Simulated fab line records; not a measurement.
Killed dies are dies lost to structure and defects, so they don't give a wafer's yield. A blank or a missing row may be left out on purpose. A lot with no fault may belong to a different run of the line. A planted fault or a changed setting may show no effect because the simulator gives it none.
Struck lot and sound lot, side by side + flow ritCmos + 14 steps out of a route of 202
Sound: these wafers, L142.1, L142.4, L142.5. Wafers L141.1, L141.2, L141.6 were the ones struck. Last of all comes the cause.
Order at every step that has rows: each side's tool, ch and its chambers, its first start. Under that, the readings that differ: sound wafers + struck wafers + difference of the means + sigmas: that difference in standard deviations of wafers without a fault.
alike: readings whose means differ by less than 2 such deviations, and words and numbers that are the same on both sides. not compared: withheld readings, readings that some wafer has no value for, bounds like >300 that may hide the same value, and numbers for which the record gives no deviation and whose values overlap.
A row with sigmas, a row that says differs or no value, or rows on one side alone: a step with any of these is where the two part. Numbers that don't overlap but have no deviation are shown without sigmas and don't part them. A reading missing from all wafers of one side parts the sides only when that side holds two or more wafers.

RIT_SILICIDE_RS_MEAS_02: measurement is done with a four-point probe.
  sound on filmMetro-03, day 7 03:52; struck on filmMetro-04, day 6 23:28
  alike: SILICIDE_TI_RS
RIT_SILICIDE_THK_MEAS_03: measures by xrf.
  sound on filmMetro-03, day 7 03:59; struck on filmMetro-04, day 6 23:35
  alike: SILICIDE_TI_THK
RIT_SILICIDE_RTA_04: time 10 s, ramp up 5 s, ramp down 5 s.
  sound on rtpAnneal-01 ch 0, day 7 04:03; struck on rtpAnneal-01 ch 0, day 6 23:39
  alike: annealTempCMax, chamberO2Ppm, wafer_temp_C_max
then, 1 step without rows for these wafers: RIT_SILICIDE_WET_ETCH_05 (etches Ti in SPM, time 120 s).
RIT_SILICIDE_RTA_06: time 10 s, ramp up 5 s, ramp down 10 s.
  sound on rtpAnneal-02 ch 0, day 7 04:10; struck on rtpAnneal-02 ch 0, day 6 23:46
  alike: annealTempCMax, chamberO2Ppm, wafer_temp_C_max
RIT_CONTACT_CVD_00: deposits SiO2 from TEOS, target thk 400 nm, time 61 s.
  sound on pecvd-04 ch 0,1,2, day 7 04:14; struck on pecvd-01 ch 0,1,2, day 6 23:49
  alike: heaterPowerW
RIT_CONTACT_THK_MEAS_01:
  sound on filmMetro-02, day 7 04:17; struck on filmMetro-04, day 6 23:52
  alike: CONTACT_TEOS_THK
then, 5 steps without rows for these wafers: RIT_CONTACT_HMDS_02 (prime time 60 s); RIT_CONTACT_COAT_03 (resist thk 1000 nm); RIT_CONTACT_SOFTBAKE_04 (time 60 s); RIT_CONTACT_EXPOSE_05 (exposes mask M11, target cd 1000 nm); RIT_CONTACT_PEB_06.
RIT_CONTACT_DEVELOP_07: develop time 120 s.
  struck on lithoTrack-04, day 7 00:00; sound on lithoTrack-04 ch 0, day 7 05:00
  no value came back on the struck wafers for chillPlateTempC (C), developTimeS (s), developerTempC (C); on the sound wafers chillPlateTempC (C) reads 22.95 23.06 22.89
RIT_CONTACT_CD_MEAS_08 targets a cd of 1000 nm.
  sound on cdSem-02, day 7 05:26; struck on cdSem-01, day 7 01:11
| reading   | sound                | struck | difference                    | sigmas |
|-----------|----------------------|--------|-------------------------------|--------|
| cdNm (nm) | 1006.2 1003.6 1004.2 | - - -  | no value on the struck wafers |        |

== WHERE THEY PART ==
At RIT_CONTACT_DEVELOP_07 first; at RIT_CONTACT_CD_MEAS_08 last (within this record only).

WHY: the cause the simulator had injected
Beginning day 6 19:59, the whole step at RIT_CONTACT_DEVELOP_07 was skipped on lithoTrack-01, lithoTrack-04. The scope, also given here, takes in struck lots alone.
